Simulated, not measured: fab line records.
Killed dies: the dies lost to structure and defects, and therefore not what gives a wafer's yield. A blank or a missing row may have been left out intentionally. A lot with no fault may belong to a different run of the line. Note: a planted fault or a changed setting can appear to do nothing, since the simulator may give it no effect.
One fault seen from 2 desks    flow berkeley_cmos170    only its own numbers are on each desk; what lay behind them is given at the end

== FROM THE METROLOGY DESK ==
What the gauges read for every lot (on any tool): the sampled wafers with a number, averaged. Any lot whose mean is over 4 standard deviations away from the usual mean is out of limits and marked OUT; that distance is given in the brackets.
Columns: A = cd_nm at UCB170_V1_CD_MEAS_12, usual 700.1 nm; B = V2_OVL at UCB170_V2_OVL_MEAS_13, usual 3 nm; C = cd_nm at UCB170_M3_CD_MEAS_15, usual 700.1 nm
lot   first seen here  A      B    C
L810  day 7 04:26      699.0  -12  699.1
L812  day 7 11:43      700.8  13   700.3
L811  day 7 11:49      701.9  -2   699.4
L815  day 8 05:23      700.1  -6   701.6
L818  day 9 01:05      700.4  4    698.8
L820  day 9 09:04      701.8  0    700.2
L823  day 9 22:20      702.4  -5   697.6
L821  day 9 22:35      698.9  14   699.4
L822  day 10 00:13     700.6  -4   701.3
L825  day 10 10:23     699.9  3    699.4
L824  day 10 10:31     700.3  3    700.5
L826  day 11 02:54     702.6  10   701.1
L827  day 11 03:19     699.3  0    700.3
L828  day 11 03:27     698.8  6    702.0
L833  day 12 06:20     699.2  -7   699.8
This desk found nothing out of limits on any of the 15 lots.

== FOR THE TOOL OWNER'S DESK: wet_bench-01 ==
The tool's own readings at UCB170_FIELD_WET_ETCH_04 (etches SiO2 in dHF, time 60 s): means of the sampled wafers that have a number, for each lot that ran on this tool. Any lot whose mean is over 4 standard deviations away from the usual mean is out of limits and marked OUT; that distance is given in the brackets.
Columns: A = temp_c at UCB170_FIELD_WET_ETCH_04, usual 25.00 C
lot   first seen here  A
L810  day 4 13:01      24.96
L811  day 4 17:49      24.87
L812  day 4 17:49      24.92
L818  day 6 09:13      25.11
L820  day 6 20:16      24.97
L821  day 7 08:50      24.90
L822  day 7 08:50      25.13
L823  day 7 08:50      25.19
L826  day 8 03:58      24.94
L827  day 8 08:19      24.99
L828  day 8 17:56      24.95
This desk found nothing out of limits on any of the 11 lots.

== ALL TOGETHER ==
The metrology desk saw nothing out of limits.
Nothing out of limits was seen by the tool owner's desk.

== WHAT THE SIMULATOR HAD PUT IN ==
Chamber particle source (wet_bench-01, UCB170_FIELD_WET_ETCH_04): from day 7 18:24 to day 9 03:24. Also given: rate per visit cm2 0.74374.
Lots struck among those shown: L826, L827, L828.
